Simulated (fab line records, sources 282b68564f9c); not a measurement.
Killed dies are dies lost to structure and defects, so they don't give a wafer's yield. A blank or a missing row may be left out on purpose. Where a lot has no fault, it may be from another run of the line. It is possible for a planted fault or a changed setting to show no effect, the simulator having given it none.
fab line records :: flow rit_cmos
record:
  lots: 14
  wafers: 42
  last_day: 7
route steps=202 shown CONTACT@168 M1@202
lots with no fault: from the same line, run without faults
start_h: the number of hours between the record's first day and the start of the first shown wafer of the lot :: wait_h: hours since the lot's step before :: " unchanged from the row above :: L1.1+2: one row covering several wafers at once :: - no value, or no start given :: * or withheld: withheld :: < > ~ a bound
route shown NAME@n: a module of which the file shows steps, and the number in the route of the first :: usual: mean and standard deviation over wafers with no fault :: same: alike in all rows :: chamber/n: place in a boat :: sites: the reading at each site :: _std_site: standard deviation of those values :: _edge_site: inner sites' mean taken away from outer sites' mean :: radius_mm: how far each site lies from the wafer's centre :: mask NAME#n: copy n :: behind: tool/chamber where the wafer was last shaped :: hold: what put the lot on hold/how long, in hours/how the hold closed :: device: which transistor (n, p or np) failed to switch :: end of line: tests run on the same wafers once the route is complete :: a step without rows: its recipe alone :: killed: not the wafer's yield, but the dies lost to structure and defects at the first sort :: map: shows each die of a wafer: x if killed, . if not, _ if none is there
set.NAME: setting as actually run; set.NAME@STEP: the setting as run at that earlier step :: model.NAME: the simulator's own value behind a step, which no gauge read
steps of the route over a sample of lots; a table a step, a row a wafer
services: when a tool's chamber went out of use (start_h, in hours from the record's first day, below 0 if earlier), for how many hours, and the reason
== steps ==
step: RIT_CONTACT_CVD_00
recipe:
  material: SiO2
  target_thk_nm: 400
  precursor: TEOS
  temp_c: 390
  time_s: 59.75
  rf_w: 400
usual:
  heater_power_w: 340/47
lot.wafer: L455.2
tool: pecvd-04
chamber: 0
start_h: 60.93
wait_h: 0.0
heater_power_w: 370

lot.wafer: L455.5
tool: pecvd-04
chamber: 1
start_h: 60.93
wait_h: 0.0
heater_power_w: 285

lot.wafer: L455.6
tool: pecvd-04
chamber: 2
start_h: 60.93
wait_h: 0.0
heater_power_w: 344

lot.wafer: L456.1
tool: pecvd-03
chamber: 0
start_h: 66.26
wait_h: 0.1
heater_power_w: 393

lot.wafer: L456.2
tool: pecvd-03
chamber: 1
start_h: 66.26
wait_h: 0.1
heater_power_w: 333

lot.wafer: L456.4
tool: pecvd-03
chamber: 1
start_h: 66.26
wait_h: 0.1
heater_power_w: 248

lot.wafer: L459.1
tool: pecvd-03
chamber: 1
start_h: 77.49
wait_h: 0.1
heater_power_w: 276

lot.wafer: L459.2
tool: pecvd-03
chamber: 2
start_h: 77.49
wait_h: 0.1
heater_power_w: 344

lot.wafer: L459.5
tool: pecvd-03
chamber: 1
start_h: 77.49
wait_h: 0.1
heater_power_w: 294

lot.wafer: L460.2
tool: pecvd-01
chamber: 2
start_h: 81.47
wait_h: 0.0
heater_power_w: 347

lot.wafer: L460.4
tool: pecvd-01
chamber: 0
start_h: 81.47
wait_h: 0.0
heater_power_w: 303

lot.wafer: L460.6
tool: pecvd-01
chamber: 1
start_h: 81.47
wait_h: 0.0
heater_power_w: 289

lot.wafer: L461.3
tool: pecvd-04
chamber: 0
start_h: 84.25
wait_h: 0.0
heater_power_w: 380

lot.wafer: L461.4
tool: pecvd-04
chamber: 1
start_h: 84.25
wait_h: 0.0
heater_power_w: 336

lot.wafer: L461.5
tool: pecvd-04
chamber: 0
start_h: 84.25
wait_h: 0.0
heater_power_w: 400

lot.wafer: L462.3
tool: pecvd-03
chamber: 2
start_h: 88.32
wait_h: 0.0
heater_power_w: 348

lot.wafer: L462.5
tool: pecvd-03
chamber: 2
start_h: 88.32
wait_h: 0.0
heater_power_w: 359

lot.wafer: L462.6
tool: pecvd-03
chamber: 1
start_h: 88.32
wait_h: 0.0
heater_power_w: 306

lot.wafer: L467.1
tool: pecvd-04
chamber: 0
start_h: 127.77
wait_h: 0.1
heater_power_w: 362

lot.wafer: L467.2
tool: pecvd-04
chamber: 1
start_h: 127.77
wait_h: 0.1
heater_power_w: 256

lot.wafer: L467.6
tool: pecvd-04
chamber: 1
start_h: 127.77
wait_h: 0.1
heater_power_w: 267

lot.wafer: L468.1
tool: pecvd-03
chamber: 1
start_h: 133.52
wait_h: 0.1
heater_power_w: 318

lot.wafer: L468.2
tool: pecvd-03
chamber: 2
start_h: 133.52
wait_h: 0.1
heater_power_w: 408

lot.wafer: L468.3
tool: pecvd-03
chamber: 0
start_h: 133.52
wait_h: 0.1
heater_power_w: 379

lot.wafer: L469.1
tool: pecvd-01
chamber: 0
start_h: 133.90
wait_h: 0.1
heater_power_w: 398

lot.wafer: L469.2
tool: pecvd-01
chamber: 1
start_h: 133.90
wait_h: 0.1
heater_power_w: 308

lot.wafer: L469.6
tool: pecvd-01
chamber: 2
start_h: 133.90
wait_h: 0.1
heater_power_w: 385

lot.wafer: L471.2
tool: pecvd-03
chamber: 2
start_h: 144.29
wait_h: 0.0
heater_power_w: 431

lot.wafer: L471.4
tool: pecvd-03
chamber: 2
start_h: 144.29
wait_h: 0.0
heater_power_w: 434

lot.wafer: L471.6
tool: pecvd-03
chamber: 0
start_h: 144.29
wait_h: 0.0
heater_power_w: 398

lot.wafer: L473.3
tool: pecvd-04
chamber: 1
start_h: 152.21
wait_h: 0.0
heater_power_w: 307

lot.wafer: L473.4
tool: pecvd-04
chamber: 2
start_h: 152.21
wait_h: 0.0
heater_power_w: 257

lot.wafer: L473.5
tool: pecvd-04
chamber: 1
start_h: 152.21
wait_h: 0.0
heater_power_w: 320

lot.wafer: L474.1
tool: pecvd-01
chamber: 1
start_h: 156.98
wait_h: 0.1
heater_power_w: 275

lot.wafer: L474.3
tool: pecvd-01
chamber: 2
start_h: 156.98
wait_h: 0.1
heater_power_w: 398

lot.wafer: L474.5
tool: pecvd-01
chamber: 2
start_h: 156.98
wait_h: 0.1
heater_power_w: 320

lot.wafer: L476.3
tool: pecvd-04
chamber: 1
start_h: 164.16
wait_h: 0.0
heater_power_w: 331

lot.wafer: L476.4
tool: pecvd-04
chamber: 2
start_h: 164.16
wait_h: 0.0
heater_power_w: 344

lot.wafer: L476.6
tool: pecvd-04
chamber: 0
start_h: 164.16
wait_h: 0.0
heater_power_w: 371

lot.wafer: L478.1
tool: pecvd-01
chamber: 0
start_h: 171.83
wait_h: 0.1
heater_power_w: 357

lot.wafer: L478.2
tool: pecvd-01
chamber: 2
start_h: 171.83
wait_h: 0.1
heater_power_w: 394

lot.wafer: L478.5
tool: pecvd-01
chamber: 2
start_h: 171.83
wait_h: 0.1
heater_power_w: 413
step: RIT_CONTACT_THK_MEAS_01
recipe:
  reads: SiO2_of_CONTACT_CVD_00
usual:
  CONTACT_TEOS_THK: 391/4.7
lot.wafer: L455.2
tool: film_metro-02
chamber: -
start_h: 60.99
wait_h: 0.0
CONTACT_TEOS_THK[nm]: 392

lot.wafer: L455.5
tool: film_metro-02
chamber: -
start_h: 60.99
wait_h: 0.0
CONTACT_TEOS_THK[nm]: 397

lot.wafer: L455.6
tool: film_metro-02
chamber: -
start_h: 60.99
wait_h: 0.0
CONTACT_TEOS_THK[nm]: 394

lot.wafer: L456.1
tool: film_metro-02
chamber: -
start_h: 66.31
wait_h: 0.0
CONTACT_TEOS_THK[nm]: 396

lot.wafer: L456.2
tool: film_metro-02
chamber: -
start_h: 66.31
wait_h: 0.0
CONTACT_TEOS_THK[nm]: 392

lot.wafer: L456.4
tool: film_metro-02
chamber: -
start_h: 66.31
wait_h: 0.0
CONTACT_TEOS_THK[nm]: 393

lot.wafer: L459.1
tool: film_metro-02
chamber: -
start_h: 77.54
wait_h: 0.0
CONTACT_TEOS_THK[nm]: 388

lot.wafer: L459.2
tool: film_metro-02
chamber: -
start_h: 77.54
wait_h: 0.0
CONTACT_TEOS_THK[nm]: 388

lot.wafer: L459.5
tool: film_metro-02
chamber: -
start_h: 77.54
wait_h: 0.0
CONTACT_TEOS_THK[nm]: 391

lot.wafer: L460.2
tool: film_metro-04
chamber: -
start_h: 81.53
wait_h: 0.0
CONTACT_TEOS_THK[nm]: 384

lot.wafer: L460.4
tool: film_metro-04
chamber: -
start_h: 81.53
wait_h: 0.0
CONTACT_TEOS_THK[nm]: 391

lot.wafer: L460.6
tool: film_metro-04
chamber: -
start_h: 81.53
wait_h: 0.0
CONTACT_TEOS_THK[nm]: 394

lot.wafer: L461.3
tool: film_metro-04
chamber: -
start_h: 84.32
wait_h: 0.0
CONTACT_TEOS_THK[nm]: 384

lot.wafer: L461.4
tool: film_metro-04
chamber: -
start_h: 84.32
wait_h: 0.0
CONTACT_TEOS_THK[nm]: 386

lot.wafer: L461.5
tool: film_metro-04
chamber: -
start_h: 84.32
wait_h: 0.0
CONTACT_TEOS_THK[nm]: 391

lot.wafer: L462.3
tool: film_metro-01
chamber: -
start_h: 88.39
wait_h: 0.0
CONTACT_TEOS_THK[nm]: 388

lot.wafer: L462.5
tool: film_metro-01
chamber: -
start_h: 88.39
wait_h: 0.0
CONTACT_TEOS_THK[nm]: 399

lot.wafer: L462.6
tool: film_metro-01
chamber: -
start_h: 88.39
wait_h: 0.0
CONTACT_TEOS_THK[nm]: 398

lot.wafer: L467.1
tool: film_metro-02
chamber: -
start_h: 127.82
wait_h: 0.0
CONTACT_TEOS_THK[nm]: 388

lot.wafer: L467.2
tool: film_metro-02
chamber: -
start_h: 127.82
wait_h: 0.0
CONTACT_TEOS_THK[nm]: 387

lot.wafer: L467.6
tool: film_metro-02
chamber: -
start_h: 127.82
wait_h: 0.0
CONTACT_TEOS_THK[nm]: 398

lot.wafer: L468.1
tool: film_metro-02
chamber: -
start_h: 133.57
wait_h: 0.0
CONTACT_TEOS_THK[nm]: 388

lot.wafer: L468.2
tool: film_metro-02
chamber: -
start_h: 133.57
wait_h: 0.0
CONTACT_TEOS_THK[nm]: 388

lot.wafer: L468.3
tool: film_metro-02
chamber: -
start_h: 133.57
wait_h: 0.0
CONTACT_TEOS_THK[nm]: 549

lot.wafer: L469.1
tool: film_metro-04
chamber: -
start_h: 133.95
wait_h: 0.0
CONTACT_TEOS_THK[nm]: 388

lot.wafer: L469.2
tool: film_metro-04
chamber: -
start_h: 133.95
wait_h: 0.0
CONTACT_TEOS_THK[nm]: 386

lot.wafer: L469.6
tool: film_metro-04
chamber: -
start_h: 133.95
wait_h: 0.0
CONTACT_TEOS_THK[nm]: 392

lot.wafer: L471.2
tool: film_metro-02
chamber: -
start_h: 144.38
wait_h: 0.1
CONTACT_TEOS_THK[nm]: 388

lot.wafer: L471.4
tool: film_metro-02
chamber: -
start_h: 144.38
wait_h: 0.1
CONTACT_TEOS_THK[nm]: 395

lot.wafer: L471.6
tool: film_metro-02
chamber: -
start_h: 144.38
wait_h: 0.1
CONTACT_TEOS_THK[nm]: 558

lot.wafer: L473.3
tool: film_metro-02
chamber: -
start_h: 152.28
wait_h: 0.0
CONTACT_TEOS_THK[nm]: 386

lot.wafer: L473.4
tool: film_metro-02
chamber: -
start_h: 152.28
wait_h: 0.0
CONTACT_TEOS_THK[nm]: 395

lot.wafer: L473.5
tool: film_metro-02
chamber: -
start_h: 152.28
wait_h: 0.0
CONTACT_TEOS_THK[nm]: 391

lot.wafer: L474.1
tool: film_metro-01
chamber: -
start_h: 157.03
wait_h: 0.0
CONTACT_TEOS_THK[nm]: 389

lot.wafer: L474.3
tool: film_metro-01
chamber: -
start_h: 157.03
wait_h: 0.0
CONTACT_TEOS_THK[nm]: 385

lot.wafer: L474.5
tool: film_metro-01
chamber: -
start_h: 157.03
wait_h: 0.0
CONTACT_TEOS_THK[nm]: 392

lot.wafer: L476.3
tool: film_metro-02
chamber: -
start_h: 164.23
wait_h: 0.0
CONTACT_TEOS_THK[nm]: 389

lot.wafer: L476.4
tool: film_metro-02
chamber: -
start_h: 164.23
wait_h: 0.0
CONTACT_TEOS_THK[nm]: 391

lot.wafer: L476.6
tool: film_metro-02
chamber: -
start_h: 164.23
wait_h: 0.0
CONTACT_TEOS_THK[nm]: 394

lot.wafer: L478.1
tool: film_metro-04
chamber: -
start_h: 171.88
wait_h: 0.0
CONTACT_TEOS_THK[nm]: 388

lot.wafer: L478.2
tool: film_metro-04
chamber: -
start_h: 171.88
wait_h: 0.0
CONTACT_TEOS_THK[nm]: 389

lot.wafer: L478.5
tool: film_metro-04
chamber: -
start_h: 171.88
wait_h: 0.0
CONTACT_TEOS_THK[nm]: 396
step: RIT_M1_PROBE_99
usual:
  killed_at_contacts: 0.1/0.25
  killed_at_front_end: 7/3.2
  killed_dies: 7/3.2
  killed_on_rim: 2.1/1.5
  killed_open: 3.5/2.2
  killed_short: 3.6/2.1
same:
  gross_dies: 264
  killed_at_M0_to_M3: 0
  killed_at_M4_up: 0
  killed_at_back_side: 0
  killed_at_other: 0
lot.wafer: L455.2
tool: prober-02
chamber: -
start_h: 67.38
wait_h: 0.1
killed_at_contacts: 0
killed_at_front_end: 6
killed_dies: 6
killed_on_rim: 1
killed_open: 6
killed_short: 0

lot.wafer: L455.5
tool: prober-02
chamber: -
start_h: 67.53
wait_h: 0.2
killed_at_contacts: 0
killed_at_front_end: 10
killed_dies: 10
killed_on_rim: 0
killed_open: 1
killed_short: 9

lot.wafer: L455.6
tool: prober-02
chamber: -
start_h: 67.58
wait_h: 0.2
killed_at_contacts: 0
killed_at_front_end: 6
killed_dies: 6
killed_on_rim: 2
killed_open: 3
killed_short: 3

lot.wafer: L456.1
tool: prober-01
chamber: -
start_h: 72.81
wait_h: 0.1
killed_at_contacts: 0
killed_at_front_end: 2
killed_dies: 2
killed_on_rim: 0
killed_open: 2
killed_short: 0

lot.wafer: L456.2
tool: prober-01
chamber: -
start_h: 72.86
wait_h: 0.1
killed_at_contacts: 0
killed_at_front_end: 2
killed_dies: 2
killed_on_rim: 1
killed_open: 1
killed_short: 1

lot.wafer: L456.4
tool: prober-01
chamber: -
start_h: 72.96
wait_h: 0.2
killed_at_contacts: 0
killed_at_front_end: 10
killed_dies: 10
killed_on_rim: 6
killed_open: 5
killed_short: 5

lot.wafer: L459.1
tool: prober-02
chamber: -
start_h: 83.98
wait_h: 0.1
killed_at_contacts: 0
killed_at_front_end: 7
killed_dies: 7
killed_on_rim: 1
killed_open: 4
killed_short: 3

lot.wafer: L459.2
tool: prober-02
chamber: -
start_h: 84.03
wait_h: 0.1
killed_at_contacts: 0
killed_at_front_end: 6
killed_dies: 6
killed_on_rim: 2
killed_open: 3
killed_short: 3

lot.wafer: L459.5
tool: prober-02
chamber: -
start_h: 84.18
wait_h: 0.2
killed_at_contacts: 0
killed_at_front_end: 9
killed_dies: 9
killed_on_rim: 2
killed_open: 6
killed_short: 3

lot.wafer: L460.2
tool: prober-01
chamber: -
start_h: 88.15
wait_h: 0.1
killed_at_contacts: 0
killed_at_front_end: 7
killed_dies: 7
killed_on_rim: 3
killed_open: 3
killed_short: 4

lot.wafer: L460.4
tool: prober-01
chamber: -
start_h: 88.25
wait_h: 0.2
killed_at_contacts: 0
killed_at_front_end: 8
killed_dies: 8
killed_on_rim: 3
killed_open: 3
killed_short: 5

lot.wafer: L460.6
tool: prober-01
chamber: -
start_h: 88.35
wait_h: 0.2
killed_at_contacts: 0
killed_at_front_end: 6
killed_dies: 6
killed_on_rim: 3
killed_open: 4
killed_short: 2

lot.wafer: L461.3
tool: prober-02
chamber: -
start_h: 90.86
wait_h: 0.2
killed_at_contacts: 1
killed_at_front_end: 5
killed_dies: 6
killed_on_rim: 1
killed_open: 2
killed_short: 4

lot.wafer: L461.4
tool: prober-02
chamber: -
start_h: 90.91
wait_h: 0.2
killed_at_contacts: 0
killed_at_front_end: 13
killed_dies: 13
killed_on_rim: 5
killed_open: 9
killed_short: 4

lot.wafer: L461.5
tool: prober-02
chamber: -
start_h: 90.96
wait_h: 0.2
killed_at_contacts: 0
killed_at_front_end: 8
killed_dies: 8
killed_on_rim: 1
killed_open: 6
killed_short: 2

lot.wafer: L462.3
tool: prober-01
chamber: -
start_h: 94.97
wait_h: 0.2
killed_at_contacts: 0
killed_at_front_end: 5
killed_dies: 5
killed_on_rim: 4
killed_open: 2
killed_short: 3

lot.wafer: L462.5
tool: prober-01
chamber: -
start_h: 95.07
wait_h: 0.2
killed_at_contacts: 0
killed_at_front_end: 6
killed_dies: 6
killed_on_rim: 2
killed_open: 1
killed_short: 5

lot.wafer: L462.6
tool: prober-01
chamber: -
start_h: 95.12
wait_h: 0.2
killed_at_contacts: 0
killed_at_front_end: 3
killed_dies: 3
killed_on_rim: 1
killed_open: 2
killed_short: 1

lot.wafer: L467.1
tool: prober-02
chamber: -
start_h: 134.85
wait_h: 0.1
killed_at_contacts: 0
killed_at_front_end: 5
killed_dies: 5
killed_on_rim: 2
killed_open: 0
killed_short: 5

lot.wafer: L467.2
tool: prober-02
chamber: -
start_h: 134.90
wait_h: 0.1
killed_at_contacts: 0
killed_at_front_end: 10
killed_dies: 10
killed_on_rim: 2
killed_open: 4
killed_short: 6

lot.wafer: L467.6
tool: prober-02
chamber: -
start_h: 135.10
wait_h: 0.2
killed_at_contacts: 0
killed_at_front_end: 7
killed_dies: 7
killed_on_rim: 1
killed_open: 4
killed_short: 3

lot.wafer: L468.1
tool: prober-01
chamber: -
start_h: 140.26
wait_h: 0.1
killed_at_contacts: 0
killed_at_front_end: 3
killed_dies: 3
killed_on_rim: 1
killed_open: 2
killed_short: 1

lot.wafer: L468.2
tool: prober-01
chamber: -
start_h: 140.31
wait_h: 0.1
killed_at_contacts: 0
killed_at_front_end: 3
killed_dies: 3
killed_on_rim: 2
killed_open: 2
killed_short: 1

lot.wafer: L468.3
tool: prober-01
chamber: -
start_h: 140.36
wait_h: 0.2
killed_at_contacts: 258
killed_at_front_end: 6
killed_dies: 264
killed_on_rim: 70
killed_open: 5
killed_short: 1

lot.wafer: L469.1
tool: prober-02
chamber: -
start_h: 141.76
wait_h: 0.1
killed_at_contacts: 0
killed_at_front_end: 10
killed_dies: 10
killed_on_rim: 1
killed_open: 7
killed_short: 3

lot.wafer: L469.2
tool: prober-02
chamber: -
start_h: 141.81
wait_h: 0.1
killed_at_contacts: 1
killed_at_front_end: 5
killed_dies: 6
killed_on_rim: 1
killed_open: 4
killed_short: 2

lot.wafer: L469.6
tool: prober-02
chamber: -
start_h: 142.01
wait_h: 0.2
killed_at_contacts: 0
killed_at_front_end: 7
killed_dies: 7
killed_on_rim: 4
killed_open: 5
killed_short: 2

lot.wafer: L471.2
tool: prober-02
chamber: -
start_h: 151.27
wait_h: 0.1
killed_at_contacts: 0
killed_at_front_end: 8
killed_dies: 8
killed_on_rim: 4
killed_open: 6
killed_short: 2

lot.wafer: L471.4
tool: prober-02
chamber: -
start_h: 151.37
wait_h: 0.2
killed_at_contacts: 0
killed_at_front_end: 16
killed_dies: 16
killed_on_rim: 2
killed_open: 8
killed_short: 8

lot.wafer: L471.6
tool: prober-02
chamber: -
start_h: 151.47
wait_h: 0.2
killed_at_contacts: 253
killed_at_front_end: 11
killed_dies: 264
killed_on_rim: 70
killed_open: 4
killed_short: 7

lot.wafer: L473.3
tool: prober-02
chamber: -
start_h: 160.01
wait_h: 0.2
killed_at_contacts: 0
killed_at_front_end: 3
killed_dies: 3
killed_on_rim: 2
killed_open: 2
killed_short: 1

lot.wafer: L473.4
tool: prober-02
chamber: -
start_h: 160.06
wait_h: 0.2
killed_at_contacts: 0
killed_at_front_end: 9
killed_dies: 9
killed_on_rim: 4
killed_open: 5
killed_short: 4

lot.wafer: L473.5
tool: prober-02
chamber: -
start_h: 160.11
wait_h: 0.2
killed_at_contacts: 0
killed_at_front_end: 10
killed_dies: 10
killed_on_rim: 3
killed_open: 4
killed_short: 6

lot.wafer: L474.1
tool: prober-02
chamber: -
start_h: 164.77
wait_h: 0.1
killed_at_contacts: 0
killed_at_front_end: 6
killed_dies: 6
killed_on_rim: 2
killed_open: 3
killed_short: 3

lot.wafer: L474.3
tool: prober-02
chamber: -
start_h: 164.87
wait_h: 0.2
killed_at_contacts: 0
killed_at_front_end: 5
killed_dies: 5
killed_on_rim: 1
killed_open: 2
killed_short: 3

lot.wafer: L474.5
tool: prober-02
chamber: -
start_h: 164.97
wait_h: 0.2
killed_at_contacts: 0
killed_at_front_end: 3
killed_dies: 3
killed_on_rim: 0
killed_open: 0
killed_short: 3

lot.wafer: L476.3
tool: prober-01
chamber: -
start_h: 170.52
wait_h: 0.2
killed_at_contacts: 0
killed_at_front_end: 14
killed_dies: 14
killed_on_rim: 7
killed_open: 7
killed_short: 5

lot.wafer: L476.4
tool: prober-01
chamber: -
start_h: 170.57
wait_h: 0.2
killed_at_contacts: 0
killed_at_front_end: 6
killed_dies: 6
killed_on_rim: 0
killed_open: 4
killed_short: 2

lot.wafer: L476.6
tool: prober-01
chamber: -
start_h: 170.67
wait_h: 0.2
killed_at_contacts: 0
killed_at_front_end: 7
killed_dies: 7
killed_on_rim: 2
killed_open: 3
killed_short: 4

lot.wafer: L478.1
tool: prober-01
chamber: -
start_h: 178.36
wait_h: 0.1
killed_at_contacts: 0
killed_at_front_end: 8
killed_dies: 8
killed_on_rim: 3
killed_open: 0
killed_short: 8

lot.wafer: L478.2
tool: prober-01
chamber: -
start_h: 178.41
wait_h: 0.1
killed_at_contacts: 0
killed_at_front_end: 7
killed_dies: 7
killed_on_rim: 2
killed_open: 7
killed_short: 0

lot.wafer: L478.5
tool: prober-01
chamber: -
start_h: 178.56
wait_h: 0.2
killed_at_contacts: 0
killed_at_front_end: 8
killed_dies: 8
killed_on_rim: 2
killed_open: 2
killed_short: 6
killed by level:class
L455.2 FOX1:geometric_particle:open=3 GATE:geometric_particle:open=2 FOX2:geometric_particle:open=1
L455.5 GATE:geometric_particle:short=6 SPACER:geometric_particle:short=2 REOX:geometric_particle:short=1 REOX:geometric_particle:open=1
L455.6 GATE:geometric_particle:open=2 GATE:geometric_particle:short=2 SPACER:geometric_particle:open=1 SPACER:geometric_particle:short=1
L456.1 FOX2:geometric_particle:open=1 SILICIDE:geometric_particle:open=1
L456.2 FOX1:geometric_particle:open=1 GATE:geometric_particle:short=1
L456.4 GATE:geometric_particle:short=3 SILICIDE:geometric_particle:open=3 FOX1:geometric_particle:short=1 FOX2:geometric_particle:open=1 GATE:geometric_particle:open=1 SILICIDE:geometric_particle:short=1
L459.1 FOX1:geometric_particle:short=2 FOX1:geometric_particle:open=2 GATE:geometric_particle:open=2 GATE:geometric_particle:short=1
L459.2 FOX1:geometric_particle:short=2 GATE:geometric_particle:open=1 GATE:geometric_particle:short=1 REOX:geometric_particle:open=1 SPACER:geometric_particle:open=1
L459.5 GATE:geometric_particle:open=5 GATE:geometric_particle:short=2 FOX1:geometric_particle:short=1 FOX1:geometric_particle:open=1
L460.2 FOX1:geometric_particle:short=2 FOX1:geometric_particle:open=1 GATE:geometric_particle:open=1 GATE:geometric_particle:short=1 SILICIDE:geometric_particle:open=1 SILICIDE:geometric_particle:short=1
L460.4 REOX:geometric_particle:open=2 SPACER:geometric_particle:short=2 FOX1:geometric_particle:short=1 REOX:geometric_particle:short=1 SPACER:geometric_particle:open=1 SILICIDE:geometric_particle:short=1
L460.6 GATE:geometric_particle:short=2 GATE:geometric_particle:open=2 SPACER:geometric_particle:open=2
L461.3 GATE:geometric_particle:short=2 REOX:geometric_particle:open=2 REOX:geometric_particle:short=1 CONTACT:geometric_particle:short=1
L461.4 GATE:geometric_particle:open=7 FOX2:geometric_particle:open=2 GATE:geometric_particle:short=2 FOX1:geometric_particle:short=1 FOX2:geometric_particle:short=1
L461.5 GATE:geometric_particle:open=4 FOX2:geometric_particle:open=2 SILICIDE:geometric_particle:short=2
L462.3 REOX:geometric_particle:open=2 ACTIVE:geometric_particle:short=1 SPACER:geometric_particle:short=1 SILICIDE:geometric_particle:short=1
L462.5 SILICIDE:geometric_particle:short=2 FOX1:geometric_particle:short=1 FOX2:geometric_particle:short=1 REOX:geometric_particle:open=1 REOX:geometric_particle:short=1
L462.6 REOX:geometric_particle:open=1 SPACER:geometric_particle:open=1 SILICIDE:geometric_particle:short=1
L467.1 FOX1:geometric_particle:short=3 FOX2:geometric_particle:short=1 REOX:geometric_particle:short=1
L467.2 GATE:geometric_particle:short=3 SILICIDE:geometric_particle:open=2 FOX1:geometric_particle:short=1 FOX2:geometric_particle:short=1 FOX2:geometric_particle:open=1 GATE:geometric_particle:open=1 SPACER:geometric_particle:short=1
L467.6 REOX:geometric_particle:open=3 GATE:geometric_particle:short=2 FOX1:geometric_particle:short=1 SILICIDE:geometric_particle:open=1
L468.1 FOX2:geometric_particle:short=1 REOX:geometric_particle:open=1 SILICIDE:geometric_particle:open=1
L468.2 GATE:geometric_particle:open=2 FOX1:geometric_particle:short=1
L468.3 CONTACT:area_etch=258 REOX:geometric_particle:open=2 FOX1:geometric_particle:open=1 GATE:geometric_particle:short=1 GATE:geometric_particle:open=1 SILICIDE:geometric_particle:open=1
L469.1 SILICIDE:geometric_particle:open=3 FOX2:geometric_particle:open=2 GATE:geometric_particle:open=2 FOX1:geometric_particle:short=1 FOX2:geometric_particle:short=1 GATE:geometric_particle:short=1
L469.2 GATE:geometric_particle:short=1 GATE:geometric_particle:open=1 REOX:geometric_particle:open=1 SPACER:geometric_particle:open=1 SILICIDE:geometric_particle:short=1 CONTACT:geometric_particle:open=1
L469.6 SILICIDE:geometric_particle:open=2 FOX1:geometric_particle:open=1 FOX1:geometric_particle:short=1 FOX2:geometric_particle:open=1 GATE:geometric_particle:short=1 SPACER:geometric_particle:open=1
L471.2 GATE:geometric_particle:open=4 FOX2:geometric_particle:open=2 SPACER:geometric_particle:short=1 GATE:geometric_particle:short=1
L471.4 GATE:geometric_particle:short=5 SPACER:geometric_particle:short=3 FOX1:geometric_particle:open=2 GATE:geometric_particle:open=2 SPACER:geometric_particle:open=2 REOX:geometric_particle:open=1 SILICIDE:geometric_particle:open=1
L471.6 CONTACT:area_etch=253 GATE:geometric_particle:short=3 GATE:geometric_particle:open=3 REOX:geometric_particle:short=3 FOX1:geometric_particle:open=1 SILICIDE:geometric_particle:short=1
L473.3 FOX1:geometric_particle:open=1 GATE:geometric_particle:open=1 GATE:geometric_particle:short=1
L473.4 GATE:geometric_particle:open=2 GATE:geometric_particle:short=2 FOX1:geometric_particle:short=1 FOX1:geometric_particle:open=1 FOX2:geometric_particle:short=1 REOX:geometric_particle:open=1 SPACER:geometric_particle:open=1
L473.5 GATE:geometric_particle:short=4 GATE:geometric_particle:open=2 FOX1:geometric_particle:short=1 FOX1:geometric_particle:open=1 REOX:geometric_particle:open=1 SPACER:geometric_particle:short=1
L474.1 FOX1:geometric_particle:open=2 GATE:geometric_particle:short=2 GATE:geometric_particle:open=1 SILICIDE:geometric_particle:short=1
L474.3 GATE:geometric_particle:short=2 FOX1:geometric_particle:open=1 SILICIDE:geometric_particle:open=1 SILICIDE:geometric_particle:short=1
L474.5 FOX1:geometric_particle:short=2 REOX:geometric_particle:short=1
L476.3 GATE:geometric_particle:open=4 GATE:geometric_particle:short=3 SPACER:geometric_particle:open=2 PWELL:coat_microbubble_printed=2 FOX1:geometric_particle:short=1 SILICIDE:geometric_particle:open=1 SILICIDE:geometric_particle:short=1
L476.4 GATE:geometric_particle:open=2 FOX1:geometric_particle:short=1 FOX1:geometric_particle:open=1 GATE:geometric_particle:short=1 SPACER:geometric_particle:open=1
L476.6 GATE:geometric_particle:short=2 FOX1:geometric_particle:short=1 FOX1:geometric_particle:open=1 FOX2:geometric_particle:short=1 GATE:geometric_particle:open=1 SILICIDE:geometric_particle:open=1
L478.1 GATE:geometric_particle:short=3 REOX:geometric_particle:short=2 FOX1:geometric_particle:short=1 SPACER:geometric_particle:short=1 SILICIDE:geometric_particle:short=1
L478.2 FOX1:geometric_particle:open=3 REOX:geometric_particle:open=3 GATE:geometric_particle:open=1
L478.5 FOX2:geometric_particle:short=2 ACTIVE:geometric_particle:short=1 FOX1:geometric_particle:open=1 FOX1:geometric_particle:short=1 REOX:geometric_particle:open=1 GATE:geometric_particle:short=1 REOX:geometric_particle:short=1
== services ==
tool: pecvd-03
chamber: -
start_h: 49.22
hours: 0.8
kind: pm

tool: pecvd-03
chamber: 1
start_h: 94.74
hours: 8.4
kind: repair

tool: pecvd-03
chamber: 1
start_h: 142.16
hours: 7.6
kind: repair

tool: pecvd-03
chamber: -
start_h: 164.47
hours: 2.8
kind: pm
== key ==
first_sign:
  step: RIT_CONTACT_THK_MEAS_01
  reading: CONTACT_TEOS_THK
  direction: up
  sigmas: 34
  usual: 391
  struck: 554
effect:
  step: RIT_M1_PROBE_99
  reading: killed_at_contacts
  direction: up
  sigmas: 99+
  usual: 0.1
  struck: 255.5
more_kills_born_at:
  RIT_CONTACT_ETCH_11@rie_diel-04: 258
  RIT_CONTACT_ETCH_11@rie_diel-03: 253
met_at RIT_CONTACT_CVD_00
struck_lots L468,L471
struck_wafers L468.3,L471.6
later_rows_left_out L468.3,L471.6
tester_left_out L468,L471
onset_between 66.26 133.52
fault:
  kind: process_parameter_drift
  tool: pecvd-03
  chamber: 0
  onset_h: 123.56
  steps: RIT_CONTACT_CVD_00
  channel: target_thk_nm
  offset: 160
  shape: step
  end_h: 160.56
  stated: 400
tester_left_out: of these lots the tester's yield and bins aren't shown, on N5 and GAA mostly nor the transistor test; their killed dies are dies lost to structure and defects alone, not to doping, threshold or leakage, so they don't give the yield
later_rows_left_out: the simulator's readings of these wafers behind a module that went badly wrong aren't trusted and aren't shown, but for the sort
